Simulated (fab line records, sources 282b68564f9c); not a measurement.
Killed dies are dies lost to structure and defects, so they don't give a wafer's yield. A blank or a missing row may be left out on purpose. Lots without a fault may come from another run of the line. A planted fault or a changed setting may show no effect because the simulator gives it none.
fab line records | flow rit_cmos
record lots=13 wafers=39 last_day=8
route steps=202 shown NRETRO@62 NSD@134 CONTACT@179 M1@193
lots that met no fault: from a run of the same line without faults
start_h: hours from the record's first day to the start of the lot's first wafer shown | wait_h: hours since the lot's step before | " the same as in the row above | L1.1+2: a row that stands for several wafers | - no value, or no start given | * or withheld: withheld | < > ~ a bound
route shown NAME@n: a module of which the file shows steps, and the number in the route of the first | usual: mean/standard deviation of fault-free wafers | same: alike in all rows | chamber/n: place in a boat | sites: the reading at each site | _std_site: their standard deviation | _edge_site: outer sites' mean less inner sites' | radius_mm: how far each site lies from the wafer's centre | mask NAME#n: copy n | behind: the tool/chamber that last shaped the wafer | hold: why the lot was held/for how many hours/how that ended | device: the transistor (n, p or np) that didn't switch | end of line: the same wafers' tests at the end of the route | a step without rows: its recipe alone | killed: dies lost to structure and defects at the first sort, not the wafer's yield | map: a wafer's dies, x killed, . not, _ none there
set.NAME: the setting as run; set.NAME@STEP: as run at that earlier step | model.NAME: the simulator's own value behind a step, which no gauge read
steps of the route over a sample of lots; a table a step, a row a wafer
services: from which hour (start_h, from the record's first day; less than 0 if before it) a tool's chamber was out of use, for how many hours, and why
## steps
# step RIT_NRETRO_STRIP_09
# recipe chemistry=O2 time_s=180 resist=NOVOLAK platen_temp_c=withheld power_w=500 pressure_mtorr=4000 o2_flow_sccm=4000
# usual drypump_motor_current_A=5.7/0.52
# columns lot.wafer tool chamber start_h wait_h drypump_motor_current_A rf_hours_counter_h
L929.2 plasma_asher-03 1 34.18 0.1 5.4 23
L929.5 " 1 " " 5.4 -
L929.6 " 0 " " 6.2 -
L930.1 plasma_asher-04 0 40.78 0.1 5.1 41
L930.3 " 1 " " 6.2 -
L930.4 " 0 " " 5.1 -
L932.2 plasma_asher-04 0 46.85 0.1 5.1 42
L932.5 " 1 " " 6.1 -
L932.6 " 0 " " 5.1 -
L934.1 plasma_asher-04 1 60.08 0.1 6.1 44
L934.3 " 1 " " 6.1 -
L934.5 " 0 " " 5.1 -
L935.3 plasma_asher-03 1 63.97 0.1 5.4 -
L935.4 " 0 " " 6.1 -
L935.6 " 1 " " 5.4 -
L937.1 plasma_asher-04 1 78.69 0.1 6.1 45
L937.5 " 0 " " 5.1 -
L937.6 " 1 " " 6.1 -
L939.2 plasma_asher-01 0 85.84 0.1 5.1 44
L939.5 " 0 " " 5.0 -
L939.6 " 1 " " 6.4 -
L941.3 plasma_asher-04 1 91.69 0.1 6.1 -
L941.4 " 0 " " 5.1 -
L941.5 " 0 " " 5.1 -
L942.2 plasma_asher-03 1 97.07 0.1 5.5 30
L942.3 " 1 " " 5.4 -
L942.5 " 1 " " 5.4 -
L944.2 plasma_asher-04 0 111.66 0.1 5.1 50
L944.3 " 0 " " 5.1 -
L944.6 " 0 " " 5.1 -
L946.2 plasma_asher-03 1 123.03 0.1 5.4 34
L946.3 " 1 " " 5.4 -
L946.6 " 1 " " 5.4 -
L947.2 plasma_asher-04 1 125.54 0.1 6.1 51
L947.5 " 0 " " 5.1 -
L947.6 " 1 " " 6.1 -
L952.2 plasma_asher-04 1 159.60 0.1 6.2 55
L952.3 " 1 " " 6.1 -
L952.5 " 1 " " 6.2 -
# step RIT_NSD_EXPOSE_03
# recipe mask_id=M9 na=0.57 target_cd_nm=40700 dose_mj=250
# columns lot.wafer tool chamber start_h wait_h mask
L929.2+5+6 iline_stepper-02 0 53.47 0.1 M9#0
L930.1+3+4 iline_stepper-02 0 62.84 0.2 M9#0
L932.2+5+6 iline_stepper-02 0 74.18 0.2 M9#0
L934.1+3+5 iline_stepper-02 0 83.30 0.2 M9#0
L935.3+4+6 iline_stepper-01 0 83.58 0.3 M9#0
L937.1+5+6 iline_stepper-02 0 102.02 0.2 M9#0
L939.2+5+6 iline_stepper-01 0 107.63 0.2 M9#0
L941.3+4+5 iline_stepper-01 0 116.03 0.5 M9#0
L942.2+3+5 iline_stepper-01 0 127.62 0.1 M9_R1#0
L944.2+3+6 iline_stepper-02 0 139.92 0.2 M9#0
L946.2+3+6 iline_stepper-02 0 151.76 0.2 M9#0
L947.2+5+6 iline_stepper-01 0 152.96 0.2 M9#0
L952.2+3+5 iline_stepper-01 0 186.30 0.1 M9#0
# step RIT_CONTACT_ETCH_11
# recipe target_depth_a=4800 over_etch_frac=0.2 stop_on=TiSi2 chemistry=CHF3/CF4/Ar target=SiO2 CHF3_flow_sccm=50 cf4_flow_sccm=10 Ar_flow_sccm=100 O2_flow_sccm=5 pressure_mtorr=100 rf_w=200 time_s=320
# usual O2_flow_sccm=4.999/0.015 drypump_motor_current_A=5.6/0.42 oes_product_au=0.991/0.012 throttle_valve_pct=8.83/0.14
# columns lot.wafer tool chamber start_h wait_h O2_flow_sccm drypump_motor_current_A oes_product_au rf_hours_counter_h throttle_valve_pct
L929.2 rie_diel-02 3 58.97 0.1 4.996 5.8 0.989 7 9.02
L929.5 " 0 " " 4.988 5.6 1.006 - 8.82
L929.6 " 1 " " 5.016 5.6 0.988 - 8.64
L930.1 rie_diel-03 0 68.30 0.1 4.973 6.6 0.962 84 8.76
L930.3 " 1 " " 5.006 5.0 0.983 29 8.92
L930.4 " 3 " " 5.001 5.2 0.976 37 8.70
L932.2 rie_diel-01 0 79.44 0.1 5.000 6.2 0.994 92 9.04
L932.5 " 0 " " 4.990 6.2 0.995 - 9.07
L932.6 " 1 " " 4.995 5.8 0.984 - 9.00
L934.1 rie_diel-01 3 88.67 0.1 4.998 5.9 0.992 1 8.82
L934.3 " 0 " " 5.015 6.2 1.001 93 9.05
L934.5 " 3 " " 4.998 5.9 1.001 - 8.83
L935.3 rie_diel-03 1 89.00 0.1 5.021 5.0 0.990 29 8.93
L935.4 " 0 " " 4.988 6.6 0.961 84 8.76
L935.6 " 2 " " 5.013 5.2 0.996 - 8.92
L937.1 rie_diel-02 1 107.39 0.1 5.025 5.6 0.996 28 8.64
L937.5 " 0 " " 5.001 5.6 1.013 - 8.81
L937.6 " 1 " " 5.000 5.6 0.990 - 8.63
L939.2 rie_diel-03 2 113.23 0.1 4.996 5.2 0.999 5 8.91
L939.5 " 3 " " 4.982 5.2 0.975 - 8.70
L939.6 " 2 " " 5.027 5.2 1.004 - 8.90
L941.3 rie_diel-01 0 121.46 0.1 5.006 6.2 1.006 93 9.06
L941.4 " 1 " " 5.014 5.8 0.981 149 9.02
L941.5 " 1 " " 4.983 5.8 0.978 - 9.02
L942.2 rie_diel-01 3 132.93 0.1 4.989 5.9 1.002 2 8.83
L942.3 " 1 " " 5.008 5.8 0.984 149 9.00
L942.5 " 1 " " 5.007 5.8 0.984 - 9.00
L944.2 rie_diel-03 1 145.44 0.1 5.021 5.0 0.995 30 8.93
L944.3 " 3 " " 4.995 5.2 0.980 38 8.70
L944.6 " 3 " " 5.001 5.2 0.988 - 8.69
L946.2 rie_diel-01 1 157.34 0.1 5.001 5.8 0.978 149 9.00
L946.3 " 2 " " 4.999 5.5 0.983 16 8.70
L946.6 " 1 " " 5.010 5.8 0.986 - 9.01
L947.2 rie_diel-03 1 158.62 0.1 4.995 5.0 0.995 30 8.93
L947.5 " 1 " " 5.002 5.0 1.000 - 8.93
L947.6 " 0 " " 5.001 6.6 0.964 - 8.77
L952.2 rie_diel-02 3 191.91 0.1 4.976 5.8 1.000 9 9.01
L952.3 " 0 " " 4.980 5.7 1.007 4 8.81
L952.5 " 3 " " 5.003 5.8 0.995 - 9.04
# step RIT_M1_CD_MEAS_09
# recipe target_cd_nm=2600
# usual cd_nm=2599.8/2.3
# columns lot.wafer tool chamber start_h wait_h cd_nm
L929.2 cd_sem-02 - 61.20 - 2601.7
L929.5 " - " " 2602.9
L929.6 " - " " 2599.8
L930.1 cd_sem-02 - 70.50 - 2600.9
L930.3 " - " " 2600.1
L930.4 " - " " 2599.6
L932.2 cd_sem-01 - 81.68 - 2599.2
L932.5 " - " " 2601.2
L932.6 " - " " 2599.9
L934.1 cd_sem-01 - 90.88 - 2599.8
L934.3 " - " " 2600.3
L934.5 " - " " 2598.2
L935.3 cd_sem-01 - 91.41 - 2599.4
L935.4 " - " " 2599.6
L935.6 " - " " 2600.5
L937.1 cd_sem-01 - 109.85 - 2599.7
L937.5 " - " " 2600.9
L937.6 " - " " 2599.6
L939.2 cd_sem-01 - 115.59 - 2602.8
L939.5 " - " " 2603.2
L939.6 " - " " 2604.3
L941.3 cd_sem-02 - 123.89 - 2598.4
L941.4 " - " " 2598.4
L941.5 " - " " 2599.7
L942.2 cd_sem-01 - 135.27 - 2594.2
L942.3 " - " " 2594.8
L942.5 " - " " 2593.7
L944.2 cd_sem-01 - 147.68 - 2594.7
L944.3 " - " " 2597.8
L944.6 " - " " 2597.4
L946.2 cd_sem-01 - 159.60 - 2603.2
L946.3 " - " " 2602.9
L946.6 " - " " 2604.1
L947.2 cd_sem-01 - 161.01 - 2601.1
L947.5 " - " " 2598.5
L947.6 " - " " 2599.8
L952.2 cd_sem-01 - 194.59 - 2602.0
L952.3 " - " " 2602.8
L952.5 " - " " 2601.2
# step RIT_M1_PROBE_99
# usual killed_at_contacts=0.0/0.16 killed_at_front_end=7/3.1 killed_dies=7/3.1 killed_open=3.6/2.2 killed_short=3.4/2.1
# same gross_dies=264 killed_at_M0_to_M3=0 killed_at_M4_up=0 killed_at_back_side=0 killed_at_other=0
# columns lot.wafer tool chamber start_h wait_h killed_at_contacts killed_at_front_end killed_dies killed_open killed_short
L942.2 prober-02 - 137.95 0.1 0 6 6 5 1
L942.3 prober-02 - 138.00 0.2 0 4 4 2 2
L942.5 prober-02 - 138.10 0.2 0 3 3 1 2
# killed by level:class
L942.2 GATE:geometric_particle:open=2 REOX:geometric_particle:open=2 SILICIDE:geometric_particle:short=1 SILICIDE:geometric_particle:open=1
L942.3 FOX2:geometric_particle:short=1 GATE:geometric_particle:open=1 GATE:geometric_particle:short=1 SPACER:geometric_particle:open=1
L942.5 GATE:geometric_particle:short=2 GATE:geometric_particle:open=1
## services
# columns tool chamber start_h hours kind
rie_diel-01 3 10.45 - clean
rie_diel-01 3 10.45 19.0 scheduled_down
rie_diel-01 3 10.45 19.0 vent_cycle
plasma_asher-01 - 10.81 3.7 repair
rie_diel-03 3 19.69 3.4 repair
rie_diel-01 - 33.21 2.8 pm
rie_diel-01 2 37.48 6.7 repair
plasma_asher-01 - 38.09 5.4 repair
iline_stepper-01 0 51.91 - calibration
rie_diel-01 0 64.56 14.7 repair
iline_stepper-01 - 71.45 5.4 repair
rie_diel-03 - 86.91 0.4 repair
iline_stepper-02 - 90.61 1.7 pm
plasma_asher-01 - 100.24 14.6 pm
plasma_asher-03 - 103.58 2.8 pm
rie_diel-02 - 128.13 0.2 repair
iline_stepper-02 0 137.05 - calibration
rie_diel-02 3 138.18 8.4 repair
rie_diel-01 1 162.41 - clean
rie_diel-03 0 168.18 11.3 repair
rie_diel-03 1 171.27 6.7 repair
rie_diel-03 3 172.16 2.5 repair
rie_diel-01 0 182.54 5.6 repair
iline_stepper-01 - 191.07 1.7 pm
## key
first_sign step=RIT_NSD_EXPOSE_03 reading=mask direction=changed
effect none on later readings
met_at RIT_NSD_EXPOSE_03
struck_lots L942
tester_left_out L942
not_acting_at RIT_NRETRO_STRIP_09,RIT_CONTACT_ETCH_11,RIT_M1_CD_MEAS_09
onset_between 116.03 127.62
fault kind=wrong_mask tool=any chamber=- onset_h=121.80 steps=RIT_NSD_EXPOSE_03 aux_copy=M9_R1#0 cd_offset_nm=-220 scope=struck_lots_only
# tester_left_out: of these lots the tester's yield and bins aren't shown, on N5 and GAA mostly nor the transistor test; their killed dies are dies lost to structure and defects alone, not to doping, threshold or leakage, so they don't give the yield
